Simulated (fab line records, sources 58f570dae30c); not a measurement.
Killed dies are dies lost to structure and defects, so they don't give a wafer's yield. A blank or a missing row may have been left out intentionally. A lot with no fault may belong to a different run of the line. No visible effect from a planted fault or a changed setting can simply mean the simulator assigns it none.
Matching of chambers / flow berkeley cmos170 / rie si-02 running UCB170_GATE_ETCH_15: 4 sister chambers
The step etches poly-Si in HBr/Cl2, stops on SiO2, time 56.3 s, target depth 278.2 nm. 4 wafers are shown with their chamber, then 9 later ones without.

== WAFERS PAIRED WITH THEIR CHAMBERS ==
wafer=L592.6; chamber=3; drypump motor current A (A)=6.2
wafer=L601.1; chamber=0; drypump motor current A (A)=5.7
wafer=L601.2; chamber=1; drypump motor current A (A)=6.5
wafer=L601.3; chamber=2; drypump motor current A (A)=5.5

== WAFERS WITH NO CHAMBER GIVEN ==
wafer=L600.1; drypump motor current A (A)=5.7
wafer=L600.4; drypump motor current A (A)=6.5
wafer=L600.6; drypump motor current A (A)=6.4
wafer=L605.1; drypump motor current A (A)=5.7
wafer=L605.4; drypump motor current A (A)=6.5
wafer=L605.6; drypump motor current A (A)=5.7
wafer=L606.4; drypump motor current A (A)=5.5
wafer=L606.5; drypump motor current A (A)=6.4
wafer=L606.6; drypump motor current A (A)=5.5

== WHICH CHAMBER EACH ONE RAN IN ==
wafer=L600.1; from the rows above=0; in truth=0
wafer=L600.4; from the rows above=1; in truth=1
wafer=L600.6; from the rows above=1; in truth=1
wafer=L605.1; from the rows above=0; in truth=0
wafer=L605.4; from the rows above=1; in truth=1
wafer=L605.6; from the rows above=0; in truth=0
wafer=L606.4; from the rows above=2; in truth=2
wafer=L606.5; from the rows above=1; in truth=1
wafer=L606.6; from the rows above=2; in truth=2
Placed correctly: 9 of 9. Can't be placed from these rows: 0. Number placed wrongly: 0.
How it was worked out, from the rows above alone: a wafer's distance from a chamber is the root of the sum, over the readings, of the square of ((its reading less the chamber's mean) divided by the reading's scatter). If the next closest chamber is less than 2 further off than the closest, the wafer can't be placed; otherwise it belongs to the closest. The mean given for a chamber averages the wafers shown for that chamber. The scatter: root of mean squared gap, hidden wafer to nearest shown wafer, with one shown wafer a chamber.
